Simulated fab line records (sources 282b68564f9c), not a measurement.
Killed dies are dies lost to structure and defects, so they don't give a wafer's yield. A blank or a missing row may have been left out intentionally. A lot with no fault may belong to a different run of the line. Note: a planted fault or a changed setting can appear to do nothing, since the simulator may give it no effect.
Problem report in the 8D (eight disciplines) form, filled by code | flow rit-cmos | the parts of the form that need people (team, actions taken, sign-off) are left out

## 1. PROBLEM STATEMENT
RIT_ACTIVE_CD_MEAS_11, cd-nm: mean 1357.6 nm on 3 wafers (1 lot); fault-free wafers 1399.7 nm, standard deviation 2.3. That is -18 standard deviations from the usual mean.
The step: target cd 1400 nm.
First seen on wafer L161.1, day 5 00:38, on cd-sem-01. Wafers with a number at this step in the record: 39, from 13 lots. The rule behind "out" and "out of limits": a value lying over 4 standard deviations away from the usual mean. Any other wafer with a number is counted as sound.

## 2. WHAT IT IS AND WHAT IT IS NOT
question                    | is                     | is not
which readings at this step | cd-nm                  | -
which lots                  | L161                   | L145, L146, L147, L148, L151, L152, L153, L154, L155, L156, L157, L167
which wafers of those lots  | all that have a number | -
read on which gauges        | cd-sem-01              | cd-sem-02
when                        | from day 5 00:38       | up to then (33 sound wafers); but 3 sound wafers of L167 came after

## 3. THE SUSPECTS, EACH WITH WHAT RULES IT OUT
Counting: any tool at a process step up to the reading is kept as a suspect provided that every lot that is out went through it and no sound lot did after the first of them.
- the gauge at RIT_ACTIVE_CD_MEAS_11 is ruled out. All the wafers that are out were read on cd-sem-01, but those of them that RIT_ACTIVE_EXPOSE_08 has rows for are out there too, on other tools.
- iline-stepper-01 at RIT_ACTIVE_EXPOSE_08 (exposes mask M1, target cd 1400 nm): kept. It ran the lot that is out, L161 (day 5 00:14), and no sound lot after that; its last sound lot up to then is L157 (day 4 03:50). Its own readings are out on those wafers: exposure-dose-mJ-cm2.
Remaining after the count: iline-stepper-01 at RIT_ACTIVE_EXPOSE_08.

## 4. THE CAUSE (what the simulator had put in)
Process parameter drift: iline-stepper-01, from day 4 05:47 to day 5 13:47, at RIT_ACTIVE_EXPOSE_08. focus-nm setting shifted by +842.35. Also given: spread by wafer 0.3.
After counting, this tool was the only one left.

## 5. THE EFFECT CHAIN, in route order
Each row: a reading whose mean over the struck wafers that have a number lies more than 3 standard deviations from the usual. Only readings for which the record gives a usual standard deviation are gone through. hours: the time from each lot's start at the first step in this table that gives one to its start at this step, as a median over the lots. sigmas: the change in usual standard deviations.
hours | step                  | reading              | usual     | on struck wafers | change | sigmas
0     | RIT_ACTIVE_EXPOSE_08  | exposure-dose-mJ-cm2 | 225.02    | 217.87           | -7.15  | -31
0     | RIT_ACTIVE_CD_MEAS_11 | cd-nm                | 1399.7 nm | 1357.6           | -42.1  | -18
It contains these process steps:
- RIT_ACTIVE_EXPOSE_08: exposes mask M1, target cd 1400 nm.

## 6. WHAT WOULD HAVE CAUGHT IT SOONER
Counted from the fault's start at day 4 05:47, it took 19 hours until the first out-of-limits reading at a measuring or inspecting step in this record, taken at day 5 00:38.
The tool's own readings at RIT_ACTIVE_EXPOSE_08 were out on every struck wafer that the step has a row for (exposure-dose-mJ-cm2): an alarm limit on them would have fired on the first of those.
Each of the lots that are out, 1 in all, had begun RIT_ACTIVE_EXPOSE_08 on iline-stepper-01 no later than day 5 00:38. A hold on the tool at that time would have spared none of them.
